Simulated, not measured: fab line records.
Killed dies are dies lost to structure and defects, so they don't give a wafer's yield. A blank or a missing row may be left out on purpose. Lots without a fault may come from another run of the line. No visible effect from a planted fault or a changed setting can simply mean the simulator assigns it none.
The same fault as seen by 2 desks	flow rit-cmos	numbers are kept per desk, each desk with only its own; the story behind them comes last

AT THE TOOL OWNER'S DESK: litho-track-02
Per lot that ran on this tool, the mean of the sampled wafers carrying a number, from the tool's own readings at RIT_M1_SOFTBAKE_05 (time 60 s). The brackets show how far a lot's mean lies from the usual mean; more than 4 standard deviations puts the lot out of limits, marked OUT.
Columns: A = chill-plate-temp-C at RIT_M1_SOFTBAKE_05, usual 23.02 C; B = exhaust-pa at RIT_M1_SOFTBAKE_05, usual 45.0 Pa; C = heater-power-total-W at RIT_M1_SOFTBAKE_05, usual 34.56 W; D = plate-temp-C at RIT_M1_SOFTBAKE_05, usual 89.98 C; E = run-length-s at RIT_M1_SOFTBAKE_05, usual 89.05 s
lot	first seen here	A	B	C	D	E
L614	day 3 11:40	23.02	44.9	34.53	89.96	88.97
L616	day 4 00:47	23.03	45.9	34.60	90.07	88.94
L627	day 6 04:34	22.93	44.0	38.04 (+71) OUT	-	72.05 (-89) OUT
L630	day 6 18:19	23.10	44.6	38.10 (+72) OUT	-	71.96 (-90) OUT
This desk's verdict: out of limits on L627, L630, starting with L627 at day 6 04:34 (heater-power-total-W at RIT_M1_SOFTBAKE_05). L614, L616 stayed within limits.

THE METROLOGY DESK
What the gauges read, lot by lot, whatever tool the lot ran on: means of the sampled wafers that have a number. The brackets show how far a lot's mean lies from the usual mean; more than 4 standard deviations puts the lot out of limits, marked OUT.
Columns: A = CONTACT_OVL at RIT_CONTACT_OVL_MEAS_09, usual 0.4 nm; B = cd-nm at RIT_CONTACT_CD_MEAS_90, usual 1000.6 nm; C = M1_AL_RS at RIT_M1_RS_MEAS_01, usual 0.0732 ohm/sq; D = M1_AL_THK at RIT_M1_THK_MEAS_02, usual 405 nm; E = cd-nm at RIT_M1_CD_MEAS_09, usual 2600.0 nm
lot	first seen here	A	B	C	D	E
L614	day 3 09:50	0.1	1000.7	0.0735	405	2600.1
L616	day 3 22:56	-1.2	1000.1	0.0725	407	2603.4
L627	day 6 02:44	0.1	999.8	0.0728	412	2599.2
L630	day 6 16:30	2.2	999.3	0.0739	399	2603.8
L635	day 7 18:47	1.2	1000.2	0.0732	402	2596.7
L636	day 7 23:31	0.0	999.6	0.0730	404	2598.7
This desk's verdict: no lot among the 6 shows anything out of limits.

TAKEN TOGETHER
The tool owner's desk could have raised an alarm at day 6 04:34, on L627, L630.
Metrology desk: nothing out of limits seen.
The metrology desk has L627, L630 on record, within its limits.
Of the lots named, all ran RIT_M1_SOFTBAKE_05 on litho-track-02.

WHAT THE SIMULATOR PUT IN
Process parameter drift: litho-track-02, from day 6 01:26 on, at RIT_M1_SOFTBAKE_05. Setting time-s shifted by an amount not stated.
Struck lots among those shown: L627, L630.
Each desk's first reading out of limits, in hours after the fault started: the tool owner's desk, 3.
